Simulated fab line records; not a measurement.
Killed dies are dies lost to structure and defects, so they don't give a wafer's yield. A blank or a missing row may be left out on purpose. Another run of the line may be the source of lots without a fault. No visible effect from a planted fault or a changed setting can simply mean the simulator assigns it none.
Lot-split experiment :: flow rit cmos :: 23 wafers read across 5 lots, on a route 202 steps long

== THE SPLIT ==
At RIT_PRETRO_COAT_01 (resist thk 1300 nm), the setting resist thk nm was moved away from the recipe's 1300 nm on 9 of the 23 wafers read, by -5.5% to +4.4%. For the rest of the wafers, this setting stayed at what the recipe calls for.

== THE PATH FROM SPLIT TO READING: the file shows 1 step between them ==
- RIT_PRETRO_DEVELOP_05: develop time 68 s (also split here: develop time s)

== THE READING ==
NOVOLAK_of_PRETRO_COAT_01.thk nm (the simulator's own value, which no gauge read), in nm, at RIT_PRETRO_HARDBAKE_07 (time 120 s). The file gives no usual value for it. Average 1139 nm, standard deviation 2.3 nm, over the 14 wafers here run with the recipe.

wafer: L075.1
tool, chamber at the split: litho track-02, 0
resist thk nm as run, nm: 1229
against the recipe: -5.5%
NOVOLAK_of_PRETRO_COAT_01.thk nm, nm: 1080
against lot-mates on the recipe: -61

wafer: L075.2
tool, chamber at the split: litho track-02, 0
resist thk nm as run, nm: 1300
against the recipe: recipe
NOVOLAK_of_PRETRO_COAT_01.thk nm, nm: 1141
against lot-mates on the recipe: -

wafer: L075.3
tool, chamber at the split: litho track-02, 0
resist thk nm as run, nm: 1300
against the recipe: recipe
NOVOLAK_of_PRETRO_COAT_01.thk nm, nm: 1141
against lot-mates on the recipe: -

wafer: L075.5
tool, chamber at the split: litho track-02, 0
resist thk nm as run, nm: 1300
against the recipe: recipe
NOVOLAK_of_PRETRO_COAT_01.thk nm, nm: 1142
against lot-mates on the recipe: -

wafer: L075.6
tool, chamber at the split: litho track-02, 0
resist thk nm as run, nm: 1229
against the recipe: -5.5%
NOVOLAK_of_PRETRO_COAT_01.thk nm, nm: 1081
against lot-mates on the recipe: -60

wafer: L076.1
tool, chamber at the split: litho track-04, 0
resist thk nm as run, nm: 1236
against the recipe: -4.9%
NOVOLAK_of_PRETRO_COAT_01.thk nm, nm: 1082
against lot-mates on the recipe: -56

wafer: L076.2
tool, chamber at the split: litho track-04, 0
resist thk nm as run, nm: 1236
against the recipe: -4.9%
NOVOLAK_of_PRETRO_COAT_01.thk nm, nm: 1085
against lot-mates on the recipe: -53

wafer: L076.3
tool, chamber at the split: litho track-04, 0
resist thk nm as run, nm: 1300
against the recipe: recipe
NOVOLAK_of_PRETRO_COAT_01.thk nm, nm: 1141
against lot-mates on the recipe: -

wafer: L076.4
tool, chamber at the split: litho track-04, 0
resist thk nm as run, nm: 1300
against the recipe: recipe
NOVOLAK_of_PRETRO_COAT_01.thk nm, nm: 1136
against lot-mates on the recipe: -

wafer: L076.6
tool, chamber at the split: litho track-04, 0
resist thk nm as run, nm: 1300
against the recipe: recipe
NOVOLAK_of_PRETRO_COAT_01.thk nm, nm: 1138
against lot-mates on the recipe: -

wafer: L077.1
tool, chamber at the split: litho track-04, 0
resist thk nm as run, nm: 1300
against the recipe: recipe
NOVOLAK_of_PRETRO_COAT_01.thk nm, nm: 1138
against lot-mates on the recipe: -

wafer: L077.2
tool, chamber at the split: litho track-04, 0
resist thk nm as run, nm: 1325
against the recipe: +1.9%
NOVOLAK_of_PRETRO_COAT_01.thk nm, nm: 1161
against lot-mates on the recipe: +24

wafer: L077.3
tool, chamber at the split: litho track-04, 0
resist thk nm as run, nm: 1300
against the recipe: recipe
NOVOLAK_of_PRETRO_COAT_01.thk nm, nm: 1137
against lot-mates on the recipe: -

wafer: L077.4
tool, chamber at the split: litho track-04, 0
resist thk nm as run, nm: 1325
against the recipe: +1.9%
NOVOLAK_of_PRETRO_COAT_01.thk nm, nm: 1156
against lot-mates on the recipe: +18

wafer: L077.6
tool, chamber at the split: litho track-04, 0
resist thk nm as run, nm: 1325
against the recipe: +1.9%
NOVOLAK_of_PRETRO_COAT_01.thk nm, nm: 1157
against lot-mates on the recipe: +20

wafer: L078.1
tool, chamber at the split: litho track-04, 0
resist thk nm as run, nm: 1357
against the recipe: +4.4%
NOVOLAK_of_PRETRO_COAT_01.thk nm, nm: 1190
against lot-mates on the recipe: +52

wafer: L078.2
tool, chamber at the split: litho track-04, 0
resist thk nm as run, nm: 1300
against the recipe: recipe
NOVOLAK_of_PRETRO_COAT_01.thk nm, nm: 1142
against lot-mates on the recipe: -

wafer: L078.3
tool, chamber at the split: litho track-04, 0
resist thk nm as run, nm: 1300
against the recipe: recipe
NOVOLAK_of_PRETRO_COAT_01.thk nm, nm: 1135
against lot-mates on the recipe: -

wafer: L078.4
tool, chamber at the split: litho track-04, 0
resist thk nm as run, nm: 1300
against the recipe: recipe
NOVOLAK_of_PRETRO_COAT_01.thk nm, nm: 1136
against lot-mates on the recipe: -

wafer: L078.5
tool, chamber at the split: litho track-04, 0
resist thk nm as run, nm: 1357
against the recipe: +4.4%
NOVOLAK_of_PRETRO_COAT_01.thk nm, nm: 1189
against lot-mates on the recipe: +51

wafer: L080.1
tool, chamber at the split: litho track-03, 0
resist thk nm as run, nm: 1300
against the recipe: recipe
NOVOLAK_of_PRETRO_COAT_01.thk nm, nm: 1137
against lot-mates on the recipe: -

wafer: L080.3
tool, chamber at the split: litho track-03, 0
resist thk nm as run, nm: 1300
against the recipe: recipe
NOVOLAK_of_PRETRO_COAT_01.thk nm, nm: 1137
against lot-mates on the recipe: -

wafer: L080.6
tool, chamber at the split: litho track-03, 0
resist thk nm as run, nm: 1300
against the recipe: recipe
NOVOLAK_of_PRETRO_COAT_01.thk nm, nm: 1139
against lot-mates on the recipe: -

THE FIT
A straight line over all 23 wafers: NOVOLAK_of_PRETRO_COAT_01.thk nm changes by +11 nm for each +1% of resist thk nm; r = +1.00; the points scatter about the line by 2.5 nm.
The same after taking each lot's own level away (the mean of its wafers on the recipe; 23 wafers): +11.3 nm for each +1%; r = +1.00; scatter 2 nm.
On that fit, the largest move of resist thk nm shifts the reading by 62 nm.
The span of the lots' own levels, 1137.5 to 1141.3 nm, comes to 1.7 times the standard deviation stated above.
Consequently the slope shifts little with the lot-to-lot level, the two slopes agreeing.
Check: with one of the wafers moved furthest among these (-5.5%) left out of the fit, the line predicts -61.4 nm for it against its lot-mates. It came out at -61.3 nm against them.

== ADDITIONAL SPLITS CARRIED BY THESE WAFERS ==
Before the reading, these wafers also passed through other splits. Each is held against what the fit with the lots' levels taken away leaves over:
other split on the same wafers: RIT_ACTIVE_CVD_03 time s
wafers away from the commonest value: 18
r with NOVOLAK_of_PRETRO_COAT_01.thk nm (lot level and that fit taken away): +0.00

other split on the same wafers: RIT_ACTIVE_HARDBAKE_12 temp c
wafers away from the commonest value: 10
r with NOVOLAK_of_PRETRO_COAT_01.thk nm (lot level and that fit taken away): +0.05

other split on the same wafers: RIT_NWELL_IMPLANT_08 dose cm2
wafers away from the commonest value: 5
r with NOVOLAK_of_PRETRO_COAT_01.thk nm (lot level and that fit taken away): +0.00

other split on the same wafers: RIT_PWELL_IMPLANT_08 energy kev
wafers away from the commonest value: 9
r with NOVOLAK_of_PRETRO_COAT_01.thk nm (lot level and that fit taken away): +0.21

other split on the same wafers: RIT_PRETRO_DEVELOP_05 develop time s
wafers away from the commonest value: 8
r with NOVOLAK_of_PRETRO_COAT_01.thk nm (lot level and that fit taken away): +0.16

== THE WHOLE CHAIN: every reading that the file lists as answering this split, in the file's order ==
step: RIT_PRETRO_COAT_01
what it does: resist thk 1300 nm
reading: NOVOLAK_of_PRETRO_COAT_01.thk nm (the simulator's own value, which no gauge read)
change (the file's fit): +13.1 nm for each +1% of the setting
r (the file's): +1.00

step: RIT_PRETRO_HARDBAKE_07
what it does: time 120 s
reading: NOVOLAK_of_PRETRO_COAT_01.thk nm (the simulator's own value, which no gauge read)
change (the file's fit): +11.3 nm for each +1% of the setting
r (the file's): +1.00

== THE FILE'S OWN FIT ==
NOVOLAK_of_PRETRO_COAT_01.thk nm changes by +11.3 nm for each +1% of resist thk nm, r = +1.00.
